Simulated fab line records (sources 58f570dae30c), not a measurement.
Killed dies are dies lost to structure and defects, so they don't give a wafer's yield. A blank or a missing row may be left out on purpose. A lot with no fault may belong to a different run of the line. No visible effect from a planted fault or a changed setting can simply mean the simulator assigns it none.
The tool behind it: which one? -- flow berkeley_cmos170 -- 21 wafers from 7 lots sampled at 2 of the route's 331 steps

## WHAT THE GAUGES READ, wafer by wafer
UCB170_GATE_CD_MEAS_12: target cd 350 nm.
lot,measured,on,cd_nm (nm)
L859,day 7 14:52,cd_sem-02,350.7 350.4 350.4
L862,day 7 20:00,cd_sem-01,349.0 348.3 349.0
L865,day 8 18:43,cd_sem-02,349.8 350.2 349.7
L869,day 9 18:19,cd_sem-01,349.3 349.9 350.1
L875,day 10 21:09,cd_sem-01,353.9 354.0 356.0
L878,day 11 08:06,cd_sem-02,350.7 348.1 350.5
L879,day 11 07:54,cd_sem-01,348.6 349.4 348.5

## WHICH TOOL RAN EACH LOT (tool, then ch and the chambers of the sampled wafers, then the start)
lot,UCB170_GATE_PEB_10
L859,"litho_track-03 ch 0, day 7 14:35"
L862,"litho_track-03 ch 0, day 7 19:40"
L865,"litho_track-03 ch 0, day 8 18:26"
L869,"litho_track-01 ch 0, day 9 18:03"
L875,"litho_track-01 ch 0, day 10 20:53"
L878,"litho_track-02 ch 0, day 11 07:50"
L879,"litho_track-03 ch 0, day 11 07:38"
- UCB170_GATE_PEB_10

## THE ANSWER, worked out from the rows above alone
Rule: the lots themselves supply what counts as usual. The widest of any qualifying gaps counts: lots, ordered by their means at a reading, are off when they make up no more than a third of the lots, leave a main group of 4 or more, and stand apart from it by 3 or more times the standard deviation of that group's means. The tables above print the reading to a certain number of digits; a main group whose means all agree to those digits is not used. Also off: a lot with no number at a reading for which 4 or more lots have one. Where the step has rows for the other lots, those lots are counted as sound.
Off at UCB170_GATE_CD_MEAS_12 (cd_nm): L875. Main group: mean 349.6 nm, sd 0.61.
A tool fits if, at a process step before that reading, it ran every lot that is off, and no sound lot after the first of them. Those tools and the gauges at UCB170_GATE_CD_MEAS_12 are tried in the same way. One fits: litho_track-01 at UCB170_GATE_PEB_10. Its last sound lot is L869 (day 9 18:03), its first lot that is off L875 (day 10 20:53): a fault that began between those two fits.

## WHAT THE SIMULATOR HAD INSERTED
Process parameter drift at UCB170_GATE_PEB_10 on litho_track-01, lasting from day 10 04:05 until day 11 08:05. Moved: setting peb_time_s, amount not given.
Lots struck among those shown: L875. The rule above found the same.
